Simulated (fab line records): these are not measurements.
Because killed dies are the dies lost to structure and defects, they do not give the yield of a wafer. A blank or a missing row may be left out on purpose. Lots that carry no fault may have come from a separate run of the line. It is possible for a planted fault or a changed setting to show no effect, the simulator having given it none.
A struck lot beside a sound one | flow rit_cmos | 27 steps out of a route of 202
Sound: the wafers L272.2, L272.4, L272.5. The struck wafers were L274.2, L274.3, L274.5. Last of all comes the cause.
Each step with rows lists, per side, the tool, then ch with its chambers, then its first start. Under that, the readings that differ: sound wafers | struck wafers | difference of the means | sigmas: that difference in standard deviations of wafers without a fault.
alike: readings with means less than 2 such deviations apart, plus words and numbers identical on both sides. not compared: withheld readings, readings lacking a value on some wafer, bounds such as >300 that could conceal the same value, and numbers that have no deviation in the record and whose values overlap.
The two part at a step that has a row with sigmas, a row that says differs or no value, or rows on one side only. Numbers that have no deviation but don't overlap get no sigmas and don't part them. A reading that every wafer of one side lacks parts them only if that side has two wafers or more.

RIT_ACTIVE_BOW_MEAS_00:
  sound on film_metro-04, day 2 11:01; struck on film_metro-02, day 2 21:01
  alike: INCOMING_BOW
then, 1 step without rows for these wafers: RIT_ACTIVE_OXIDATION_01 (target thk 46.8 nm, ox time 3360 s).
RIT_ACTIVE_THK_MEAS_02:
  sound on film_metro-04, day 2 13:04; struck on film_metro-01, day 2 23:04
  alike: ACTIVE_OXIDE_THK
RIT_ACTIVE_CVD_03: deposits Si3N4 from SiH2Cl2/NH3, target thk 150 nm, time 1500 s.
  sound on lpcvd-01 ch 1, day 2 13:07; struck on lpcvd-01 ch 0, day 2 23:07
  reading                                  | sound             | struck            | difference | sigmas
  spike_tc_centre_C (C)                    | 812.8 813.0 812.9 | 827.9 826.6 828.3 | +14.7      | +15
  spike_tc_load_C (C)                      | 836.6 840.4 838.5 | 850.3 849.7 850.8 | +11.8      | +5
  spike_tc_source_C (C)                    | 828.7 828.9 830.1 | 845.9 843.9 844.9 | +15.7      | +7
  susceptor_temp_C (C)                     | 809.9 810.7 810.2 | 825.1 824.7 824.5 | +14.5      | +43
  model.Si3N4_of_ACTIVE_CVD_03.thk_nm (nm) | 151.8 151.3 151.1 | 195.7 196.3 195   | +44.3      |
RIT_ACTIVE_THK_MEAS_04:
  sound on film_metro-01, day 2 14:32; struck on film_metro-02, day 3 00:32
  reading                 | sound             | struck            | difference | sigmas
  ACTIVE_NITRIDE_THK (nm) | 151.7 151.3 151.3 | 195.8 196.2 194.9 | +44.2      | +26
then, 6 steps without rows for these wafers: RIT_ACTIVE_HMDS_05 (prime time 60 s); RIT_ACTIVE_COAT_06 (resist thk 1000 nm); RIT_ACTIVE_SOFTBAKE_07 (time 60 s); RIT_ACTIVE_EXPOSE_08 (exposes mask M1, target cd 1400 nm); RIT_ACTIVE_PEB_09; RIT_ACTIVE_DEVELOP_10 (develop time 50 s).
RIT_ACTIVE_CD_MEAS_11 targets a cd of 1400 nm.
  sound on cd_sem-02, day 2 15:28; struck on cd_sem-01, day 3 01:35
  alike: cd_nm
then, 1 step without rows for these wafers: RIT_ACTIVE_HARDBAKE_12 (time 60 s).
RIT_ACTIVE_ETCH_13: etches Si3N4 in SF6, stops on SiO2, time 210 s, target depth 210 nm.
  sound on rie_diel-03 ch 0,1,2, day 2 15:43; struck on rie_diel-02 ch 1,3, day 3 01:50
  reading                            | sound             | struck            | difference | sigmas
  oes_product_au (a.u.)              | 0.824 0.801 0.829 | 0.957 0.952 0.938 | +0.131     | +13
  model.etch.depth_nm (nm)           | 151.8 151.3 151.1 | 195.7 196.3 195   | +44.3      |
  model.ACTIVE.feature_depth_nm (nm) | 152 151.8 151.1   | 195.7 196.3 195   | +44.0      |
  alike: drypump_motor_current_A, throttle_valve_pct
  not compared: rf_hours_counter_h
RIT_ACTIVE_STRIP_14: strips in O2, time 180 s.
  sound on plasma_asher-02 ch 0,1, day 2 15:50; struck on plasma_asher-03 ch 0,1, day 3 01:58
  alike: drypump_motor_current_A
  not compared: rf_hours_counter_h
RIT_ACTIVE_CD_MEAS_90 targets a cd of 1400 nm.
  sound on cd_sem-01, day 2 16:02; struck on cd_sem-02, day 3 02:10
  alike: cd_nm
then, 4 steps without rows for these wafers: RIT_ACTIVE_CLEAN_15 (cleans in SC1, time 600 s); RIT_ACTIVE_CLEAN_16 (cleans in dHF, time 30 s); RIT_ACTIVE_CLEAN_17 (cleans in SC2, time 600 s); RIT_FOX1_OXIDATION_00 (target thk 350.7 nm, ox time 1130 s).
RIT_FOX1_THK_MEAS_01:
  sound on film_metro-02, day 2 17:50; struck on film_metro-02, day 3 03:58
  alike: FOX1_OXIDE_THK
then, 2 steps without rows for these wafers: RIT_FOX1_WET_ETCH_02 (etches SiO2 in BOE, target depth 350 nm, time 390 s); RIT_FOX2_OXIDATION_00 (target thk 350.7 nm, ox time 1130 s).
RIT_FOX2_THK_MEAS_01:
  sound on film_metro-03, day 2 19:19; struck on film_metro-01, day 3 05:28
  alike: FOX2_OXIDE_THK
RIT_FOX2_CLEAN_02: cleans in dHF, time 180 s.
  sound on wet_bench-03 ch 1, day 2 19:22; struck on wet_bench-03 ch 3, day 3 05:31
  reading                                  | sound           | struck            | difference | sigmas
  model.Si3N4_of_ACTIVE_CVD_03.thk_nm (nm) | 132.5 132 131.8 | 176.5 177.1 175.8 | +44.4      |
then, 1 step without rows for these wafers: RIT_FOX2_WET_ETCH_03 (etches Si3N4 in H3PO4, target depth 195 nm, time 2700 s).
RIT_M1_PROBE_99:
  sound on prober-02, day 4 11:16; struck on prober-02, day 4 20:34
  reading                             | sound          | struck         | difference | sigmas
  model.etest.nldd.width_nm (nm)      | 3187 3209 3181 | 3210 3224 3222 | +26        |
  model.etest.pldd.width_nm (nm)      | 3196 3190 3181 | 3209 3232 3224 | +33        |
  model.etest.nplus_sal.width_nm (nm) | 3452 3459 3464 | 3476 3501 3486 | +29        |
  model.etest.pplus_sal.width_nm (nm) | 3450 3466 3446 | 3470 3493 3481 | +27        |
  alike: killed_at_front_end, killed_dies, killed_open, killed_short

== WHERE THEY PART ==
At RIT_ACTIVE_CVD_03 first; at RIT_ACTIVE_ETCH_13 last (within this record only). Later steps at which nothing parts them and some readings are alike: RIT_ACTIVE_STRIP_14, RIT_ACTIVE_CD_MEAS_90, RIT_FOX1_THK_MEAS_01, RIT_FOX2_THK_MEAS_01, RIT_M1_PROBE_99.

WHY: what had been put in by the simulator
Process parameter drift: lpcvd-01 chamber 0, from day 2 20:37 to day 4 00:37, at RIT_ACTIVE_CVD_03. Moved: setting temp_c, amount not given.
